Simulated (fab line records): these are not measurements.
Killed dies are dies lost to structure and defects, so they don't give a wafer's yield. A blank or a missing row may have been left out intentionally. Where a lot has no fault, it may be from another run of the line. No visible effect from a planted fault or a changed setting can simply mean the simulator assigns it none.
Which tool is to blame? | flow berkeleyCmos170 | 14 lots, 42 wafers sampled, at 5 steps of a route of 331

WHAT THE GAUGES READ, wafer by wafer
UCB170_FIELD_THK_MEAS_91.
lot  | measured     | on           | FIELD_OXIDE_LEFT_2_THK (nm)
L306 | day 6 11:59  | filmMetro-04 | 358 356 356
L307 | day 6 23:47  | filmMetro-04 | 355 361 364
L309 | day 7 12:38  | filmMetro-01 | 351 349 347
L312 | day 7 20:12  | filmMetro-04 | 348 355 363
L311 | day 7 20:34  | filmMetro-04 | 365 367 364
L319 | day 9 21:58  | filmMetro-01 | 357 357 361
L320 | day 9 22:13  | filmMetro-01 | 358 361 348
L324 | day 10 19:47 | filmMetro-03 | 366 367 354
L322 | day 10 20:00 | filmMetro-03 | 348 347 339
L323 | day 10 20:08 | filmMetro-01 | 344 353 350
L321 | day 10 20:20 | filmMetro-04 | 344 341 343
L328 | day 12 01:24 | filmMetro-01 | 362 360 359
L327 | day 12 01:28 | filmMetro-03 | 345 348 349
L329 | day 12 05:17 | filmMetro-03 | 350 344 339

UCB170_NLDD_TW_MEAS_11.
lot  | measured     | on           | NLDD_TW
L306 | day 7 07:26  | filmMetro-02 | 2187 2188 2200
L307 | day 7 19:38  | filmMetro-04 | 2201 2193 2194
L309 | day 8 06:37  | filmMetro-04 | 2186 2196 2188
L312 | day 8 22:49  | filmMetro-04 | 30 30 30
L311 | day 8 23:01  | filmMetro-01 | 30 30 30
L319 | day 10 21:20 | filmMetro-01 | 2248 2244 2235
L320 | day 10 20:49 | filmMetro-01 | 2246 2248 2247
L324 | day 11 18:37 | filmMetro-02 | 2203 2202 2207
L322 | day 11 19:22 | filmMetro-01 | 2252 2251 2252
L323 | day 11 19:37 | filmMetro-04 | 2221 2225 2225
L321 | day 11 19:47 | filmMetro-04 | 2218 2229 2215
L328 | day 13 12:05 | filmMetro-01 | 2232 2225 2241
L327 | day 13 12:01 | filmMetro-02 | 2180 2168 2174
L329 | day 13 20:23 | filmMetro-04 | 2205 2203 2208

WHICH TOOL RAN EACH LOT (tool, then ch and the chambers of the sampled wafers, then the start)
lot  | UCB170_GATE_ETCH_14               | UCB170_PLDD_STRIP_10                | UCB170_NLDD_STRIP_10
L306 | rieDiel-04 ch 0,3, day 7 03:01    | plasmaAsher-02 ch 0,1, day 7 04:58  | plasmaAsher-01 ch 0,1, day 7 07:21
L307 | rieDiel-03 ch 0,1, day 7 11:31    | plasmaAsher-03 ch 1, day 7 16:05    | plasmaAsher-03 ch 0,1, day 7 19:32
L309 | rieDiel-04 ch 0,1, day 8 02:28    | plasmaAsher-02 ch 1, day 8 04:52    | plasmaAsher-01 ch 0,1, day 8 06:30
L312 | rieDiel-04 ch 0,1, day 8 18:00    | plasmaAsher-03 ch 0,1, day 8 20:34  | plasmaAsher-01 ch 0,1, day 8 22:42
L311 | rieDiel-03 ch 0,1, day 8 18:18    | plasmaAsher-02 ch 0,1, day 8 20:28  | plasmaAsher-03 ch 0,1, day 8 22:55
L319 | rieDiel-02 ch 0,1,3, day 10 17:10 | plasmaAsher-04 ch 0,1, day 10 19:29 | plasmaAsher-04 ch 0,1, day 10 21:15
L320 | rieDiel-03 ch 0,2,3, day 10 16:55 | plasmaAsher-03 ch 0,1, day 10 18:56 | plasmaAsher-04 ch 0,1, day 10 20:43
L324 | rieDiel-02 ch 0,1,3, day 11 12:13 | plasmaAsher-03 ch 0,1, day 11 16:32 | plasmaAsher-03 ch 0,1, day 11 18:30
L322 | rieDiel-03 ch 0,1, day 11 12:27   | plasmaAsher-04 ch 0,1, day 11 16:52 | plasmaAsher-01 ch 0,1, day 11 19:16
L323 | rieDiel-04 ch 0,2, day 11 12:41   | plasmaAsher-03 ch 0,1, day 11 17:10 | plasmaAsher-03 ch 0,1, day 11 19:31
L321 | rieDiel-02 ch 0,1,3, day 11 12:49 | plasmaAsher-03 ch 0,1, day 11 17:26 | plasmaAsher-01 ch 0,1, day 11 19:41
L328 | rieDiel-04 ch 0,1, day 12 15:03   | plasmaAsher-02 ch 0,1, day 12 17:34 | plasmaAsher-01 ch 0,1, day 13 11:59
L327 | rieDiel-02 ch 0,2,3, day 12 14:49 | plasmaAsher-03 ch 0,1, day 12 17:15 | plasmaAsher-04 ch 0,1, day 13 11:55
L329 | rieDiel-03 ch 0,2,3, day 13 11:41 | plasmaAsher-02 ch 0,1, day 13 15:53 | plasmaAsher-03 ch 0,1, day 13 20:17
- UCB170_GATE_ETCH_14: etches BARC in N2/H2.
- UCB170_PLDD_STRIP_10: strips in O2.
- UCB170_NLDD_STRIP_10: strips in O2.

AS READ BY THE TOOLS THEMSELVES (means over the sampled wafers that have a number; for cases with no such wafer, the mark the record gives instead)
UCB170_GATE_ETCH_14.
lot  | tool       | chamberPressureMTorr (mTorr) | drypumpMotorCurrentA (A) | h2FlowSccm (sccm) | oesProductAu (a.u.) | throttleValvePct (%)
L306 | rieDiel-04 | 30.030                       | 6.0                      | 200.2             | 0.994               | 13.25
L307 | rieDiel-03 | 30.006                       | 5.9                      | 200.8             | 1.017               | 13.39
L309 | rieDiel-04 | 30.011                       | 6.1                      | 200.3             | 1.008               | 13.36
L312 | rieDiel-04 | 30.012                       | 5.9                      | 199.9             | 0.991               | 13.40
L311 | rieDiel-03 | 29.993                       | 5.9                      | 200.3             | 1.004               | 13.39
L319 | rieDiel-02 | 29.991                       | 5.9                      | 199.0             | 0.986               | 13.32
L320 | rieDiel-03 | 29.993                       | 5.5                      | 200.4             | 1.015               | 13.36
L324 | rieDiel-02 | 30.001                       | 5.9                      | 200.2             | 0.983               | 13.31
L322 | rieDiel-03 | 30.009                       | 5.9                      | 199.4             | 1.019               | 13.39
L323 | rieDiel-04 | 29.987                       | 6.2                      | 199.8             | 0.983               | 13.32
L321 | rieDiel-02 | 29.991                       | 5.9                      | 200.3             | 0.984               | 13.31
L328 | rieDiel-04 | 30.030                       | 5.9                      | 200.2             | 1.001               | 13.40
L327 | rieDiel-02 | 29.972                       | 5.7                      | 200.4             | 0.990               | 13.34
L329 | rieDiel-03 | 29.998                       | 5.5                      | 200.0             | 1.013               | 13.37

UCB170_PLDD_STRIP_10.
lot  | tool           | chamberPressureMTorr (mTorr) | drypumpMotorCurrentA (A) | o2FlowSccm (sccm) | oesProductAu (a.u.) | stripTimeToEndpointS (s)
L306 | plasmaAsher-02 | 3499                         | 5.8                      | 400.7             | 0.736               | 21.66
L307 | plasmaAsher-03 | 3502                         | 5.7                      | 400.3             | 0.730               | 21.70
L309 | plasmaAsher-02 | 3498                         | 6.1                      | 400.1             | 0.734               | 21.59
L312 | plasmaAsher-03 | -                            | -                        | -                 | -                   | -
L311 | plasmaAsher-02 | -                            | -                        | -                 | -                   | -
L319 | plasmaAsher-04 | 3498                         | 5.7                      | 400.3             | 0.733               | 21.63
L320 | plasmaAsher-03 | 3499                         | 5.9                      | 401.1             | 0.734               | 21.52
L324 | plasmaAsher-03 | 3497                         | 5.9                      | 399.5             | 0.735               | 21.63
L322 | plasmaAsher-04 | 3498                         | 5.7                      | 401.1             | 0.737               | 21.50
L323 | plasmaAsher-03 | 3501                         | 6.2                      | 401.0             | 0.734               | 21.57
L321 | plasmaAsher-03 | 3499                         | 6.2                      | 400.0             | 0.730               | 21.51
L328 | plasmaAsher-02 | 3499                         | 5.5                      | 400.1             | 0.732               | 21.61
L327 | plasmaAsher-03 | 3501                         | 6.2                      | 400.4             | 0.741               | 21.64
L329 | plasmaAsher-02 | 3500                         | 5.5                      | 400.5             | 0.735               | 21.62

UCB170_NLDD_STRIP_10.
lot  | tool           | chamberPressureMTorr (mTorr) | drypumpMotorCurrentA (A) | o2FlowSccm (sccm) | oesProductAu (a.u.) | stripTimeToEndpointS (s)
L306 | plasmaAsher-01 | 3499                         | 5.8                      | 399.6             | 0.730               | 21.66
L307 | plasmaAsher-03 | 3500                         | 6.2                      | 399.9             | 0.733               | 21.66
L309 | plasmaAsher-01 | 3500                         | 6.0                      | 400.6             | 0.733               | 21.58
L312 | plasmaAsher-01 | 3503                         | 6.0                      | 399.4             | 0.736               | 47.65
L311 | plasmaAsher-03 | 3499                         | 6.1                      | 399.5             | 0.740               | 47.69
L319 | plasmaAsher-04 | 3497                         | 5.3                      | 399.7             | 0.738               | 21.57
L320 | plasmaAsher-04 | 3501                         | 5.3                      | 400.3             | 0.731               | 21.68
L324 | plasmaAsher-03 | 3498                         | 6.1                      | 400.5             | 0.735               | 21.59
L322 | plasmaAsher-01 | 3500                         | 6.0                      | 399.0             | 0.740               | 21.61
L323 | plasmaAsher-03 | 3501                         | 5.9                      | 400.9             | 0.733               | 21.69
L321 | plasmaAsher-01 | 3501                         | 6.0                      | 400.6             | 0.736               | 21.58
L328 | plasmaAsher-01 | 3500                         | 5.8                      | 398.4             | 0.731               | 21.56
L327 | plasmaAsher-04 | 3500                         | 5.7                      | 399.5             | 0.734               | 21.64
L329 | plasmaAsher-03 | 3497                         | 6.2                      | 398.7             | 0.735               | 21.65

THE ANSWER, worked out from the rows above alone
Rule: what is usual is taken from the lots themselves. Put in order of their means at a reading, lots are off if they are a third of the lots or fewer, leave a main group of 4 or more, and stand apart from it by a gap of 3 or more times the standard deviation of the main group's means; of several such gaps the widest counts. Not used: any main group whose means are identical at the precision the tables above print for the reading. A lot without any number at a reading at which 4 lots or more have one is off too. All remaining lots with rows at the step are treated as sound. First the gauges in route order, then the tools' own readings, where a lot's mean is used as printed above. At the first step where some lot is off, the reading lying furthest off is the one used; lots without a number count as furthest.
Off: L312, L311, at UCB170_NLDD_TW_MEAS_11 (NLDD_TW). Mean 2215 and standard deviation 24 in the main group.
If a tool, at a process step before that reading, ran all the lots that are off and no sound lot after the first of them, it fits. The gauges at UCB170_NLDD_TW_MEAS_11 aren't tried: what is off there is off at UCB170_PLDD_STRIP_10 too, on other tools, and a gauge's error can't cause that. No candidate that was tried fits.

WHAT WAS PUT IN BY THE SIMULATOR
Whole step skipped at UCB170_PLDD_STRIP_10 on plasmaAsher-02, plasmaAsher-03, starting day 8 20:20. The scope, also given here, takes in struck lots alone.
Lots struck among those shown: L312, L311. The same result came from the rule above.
